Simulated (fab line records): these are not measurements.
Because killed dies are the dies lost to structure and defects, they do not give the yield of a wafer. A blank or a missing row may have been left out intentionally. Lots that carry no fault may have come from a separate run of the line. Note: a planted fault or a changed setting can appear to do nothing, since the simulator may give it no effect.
Lot-split experiment | flow berkeley-cmos170 | 23 wafers read across 5 lots, on a route 331 steps long

== THE SPLIT ==
At UCB170_START_OXIDATION_02 (target thk 20 nm, ox time 1800 s), the setting ox-time-s was moved away from the recipe's 1800 s on 10 of the 23 wafers read, by -9.9% to +8.2%. For the rest of the wafers, this setting stayed at what the recipe calls for.

The split's own step is where the reading is taken.

== THE READING ==
SiO2_of_START_OXIDATION_02.thk-nm (the simulator's own value, which no gauge read), in nm, at UCB170_START_OXIDATION_02 (target thk 20 nm, ox time 1800 s). There is no usual value for it anywhere in the file. Average 19.87 nm, standard deviation 0.27 nm, over the 13 wafers here run with the recipe.

wafer  | tool, chamber at the split | ox-time-s as run, s | against the recipe | SiO2_of_START_OXIDATION_02.thk-nm, nm | against lot-mates on the recipe
L076.1 | -, -                       | 1800                | recipe             | 19.64                                 | -
L076.2 | -, -                       | 1800                | recipe             | 19.92                                 | -
L076.4 | -, -                       | 1800                | recipe             | 19.53                                 | -
L076.5 | -, -                       | 1800                | recipe             | 19.67                                 | -
L076.6 | -, -                       | 1800                | recipe             | 19.58                                 | -
L078.1 | -, -                       | 1948                | +8.2%              | 21.21                                 | no lot-mate on the recipe
L078.3 | -, -                       | 1948                | +8.2%              | 21.41                                 | no lot-mate on the recipe
L078.4 | -, -                       | 1948                | +8.2%              | 21.01                                 | no lot-mate on the recipe
L078.5 | -, -                       | 1948                | +8.2%              | 20.83                                 | no lot-mate on the recipe
L078.6 | -, -                       | 1948                | +8.2%              | 20.84                                 | no lot-mate on the recipe
L082.1 | -, -                       | 1800                | recipe             | 19.82                                 | -
L082.2 | -, -                       | 1800                | recipe             | 20.28                                 | -
L082.3 | -, -                       | 1800                | recipe             | 20.11                                 | -
L082.4 | -, -                       | 1800                | recipe             | 20.3                                  | -
L082.5 | -, -                       | 1800                | recipe             | 20.12                                 | -
L083.1 | -, -                       | 1622                | -9.9%              | 19                                    | no lot-mate on the recipe
L083.2 | -, -                       | 1622                | -9.9%              | 18.87                                 | no lot-mate on the recipe
L083.3 | -, -                       | 1622                | -9.9%              | 18.97                                 | no lot-mate on the recipe
L083.5 | -, -                       | 1622                | -9.9%              | 18.9                                  | no lot-mate on the recipe
L083.6 | -, -                       | 1622                | -9.9%              | 19.05                                 | no lot-mate on the recipe
L084.1 | furnace-02, 0              | 1800                | recipe             | 20.07                                 | -
L084.3 | furnace-02, 0              | 1800                | recipe             | 19.55                                 | -
L084.6 | furnace-02, 0              | 1800                | recipe             | 19.78                                 | -

FIT RESULTS
A straight line over all 23 wafers: SiO2_of_START_OXIDATION_02.thk-nm changes by +0.115 nm for each +1% of ox-time-s; r = +0.94; the points scatter about the line by 0.27 nm.
Too few moved wafers with a lot-mate on the recipe to fit a line net of each lot's own level.

== FILE'S OWN FIT ==
SiO2_of_START_OXIDATION_02.thk-nm changes by +0.114 nm for each +1% of ox-time-s, r = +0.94.
